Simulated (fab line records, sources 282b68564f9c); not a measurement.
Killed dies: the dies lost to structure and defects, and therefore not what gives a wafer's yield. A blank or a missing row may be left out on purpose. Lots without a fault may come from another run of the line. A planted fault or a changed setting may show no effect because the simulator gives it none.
fab line records	flow rit-cmos
record lots=14	wafers=42	last-day=7
route steps=202 shown FOX2@25 M1@202
lots that met no fault: taken from a fault-free run of the same line
start-h: start of the lot's first displayed wafer, in hours after the record's first day	wait-h: time in hours since the lot's previous step	" the same as in the row above	L1.1+2: several wafers, shown together as one row	- no value, or no start given	* or withheld: withheld	< > ~ a bound
route shown NAME@n: NAME is a module with steps in the file, n the number in the route of the first one	usual: average and standard deviation across the fault-free wafers	same: alike in all rows	chamber/n: place in a boat	sites: each site's reading	_std_site: their standard deviation	_edge_site: outer sites' mean less inner sites'	radius-mm: for every site, how far away it sits from the centre of the wafer	mask NAME#n: copy n	behind: the most recent tool/chamber to have shaped the wafer	hold: what put the lot on hold/how long, in hours/how the hold closed	device: which transistor (n, p or np) failed to switch	end of line: the tests these same wafers got at the end of their route	step lacking rows: just its recipe	killed: at the first sort, the dies lost to defects and structure; wafer yield is something else	map: shows each die of a wafer: x if killed, . if not, _ if none is there
set.NAME: the setting as run; set.NAME@STEP: as run at that earlier step	model.NAME: the simulator's own value behind a step, which no gauge read
a sample of lots followed through the steps of the route, with each step as a table and each wafer as a row
services: when a tool's chamber went out of use (start-h, in hours from the record's first day, below 0 if earlier), for how many hours, and the reason
## steps
# step RIT_FOX2_CLEAN_02
# recipe chemistry=dHF	dilution=50:1	time-s=180
# usual run-length-s=211/3.7
lot.wafer	tool	chamber	start-h	wait-h	run-length-s
L510.1	wet-bench-01	3	20.17	0.1	214
L510.3	"	3	"	"	214
L510.6	"	3	"	"	214
L511.1	wet-bench-01	0	23.55	0.1	211
L511.3	"	0	"	"	211
L511.6	"	0	"	"	211
L512.1	wet-bench-04	3	29.37	0.1	206
L512.5	"	3	"	"	206
L512.6	"	3	"	"	206
L513.1	wet-bench-04	2	34.86	0.1	206
L513.3	"	2	"	"	206
L513.4	"	2	"	"	206
L516.1	wet-bench-04	2	49.92	0.1	214
L516.5	"	2	"	"	214
L516.6	"	2	"	"	214
L517.1	wet-bench-03	2	54.48	0.1	214
L517.4	"	2	"	"	214
L517.5	"	2	"	"	214
L518.3	wet-bench-03	1	60.59	0.0	213
L518.4	"	1	"	"	213
L518.6	"	1	"	"	213
L521.2	wet-bench-03	0	74.47	0.0	206
L521.3	"	0	"	"	206
L521.5	"	0	"	"	206
L522.1	wet-bench-03	3	80.30	0.1	205
L522.4	"	3	"	"	205
L522.6	"	3	"	"	205
L523.4	wet-bench-04	3	85.15	0.0	213
L523.5	"	3	"	"	213
L523.6	"	3	"	"	213
L524.4	wet-bench-03	3	89.23	0.0	205
L524.5	"	3	"	"	205
L524.6	"	3	"	"	205
L527.1	wet-bench-01	3	104.31	0.1	207
L527.2	"	3	"	"	207
L527.5	"	3	"	"	207
L529.4	wet-bench-04	3	114.84	0.0	192
L529.5	"	3	"	"	192
L529.6	"	3	"	"	192
L530.1	wet-bench-04	0	120.35	0.1	191
L530.3	"	0	"	"	191
L530.6	"	0	"	"	191
# step RIT_M1_PROBE_99
# usual killed_at_M0_to_M3=0.0/0.18	killed-at-contacts=0.1/0.32	killed-at-front-end=7/3	killed-dies=7/3.1	killed-open=3.3/1.8	killed-short=3.6/2
# same gross-dies=264	killed_at_M4_up=0	killed-at-back-side=0	killed-at-other=0
lot.wafer	tool	chamber	start-h	wait-h	killed_at_M0_to_M3	killed-at-contacts	killed-at-front-end	killed-dies	killed-open	killed-short
L529.4	prober-02	-	154.74	0.2	0	0	5	5	2	3
L529.5	prober-02	-	154.79	0.2	0	0	4	4	1	3
L529.6	prober-02	-	154.84	0.2	0	0	7	7	3	4
# killed by level:class
L529.4 GATE:geometric-particle:short=3 FOX1:geometric-particle:open=1 REOX:geometric-particle:open=1
L529.5 FOX1:geometric-particle:short=1 GATE:geometric-particle:short=1 GATE:geometric-particle:open=1 SILICIDE:geometric-particle:short=1
L529.6 GATE:geometric-particle:short=2 FOX1:geometric-particle:short=1 FOX1:geometric-particle:open=1 GATE:geometric-particle:open=1 REOX:geometric-particle:open=1 SPACER:geometric-particle:short=1
## services
tool	chamber	start-h	hours	kind
wet-bench-01	-	20.44	3.0	repair
wet-bench-04	-	112.44	2.1	repair
## key
first-sign step=RIT_FOX2_CLEAN_02	reading=run-length-s	direction=down	sigmas=5.2	usual=*	struck=*
effect none on later readings
met-at RIT_FOX2_CLEAN_02
struck-lots L529,L530
tester-left-out L529,L530
onset-between 85.15 114.84
fault kind=process-parameter-drift	tool=wet-bench-04	chamber=-	onset-h=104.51	steps=RIT_FOX2_CLEAN_02	channel=time-s	offset=*	shape=step	end-h=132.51	acts-in=*	stated=*
# tester-left-out: of these lots the tester's yield and bins aren't shown, on N5 and GAA mostly nor the transistor test; their killed dies are dies lost to structure and defects alone, not to doping, threshold or leakage, so they don't give the yield
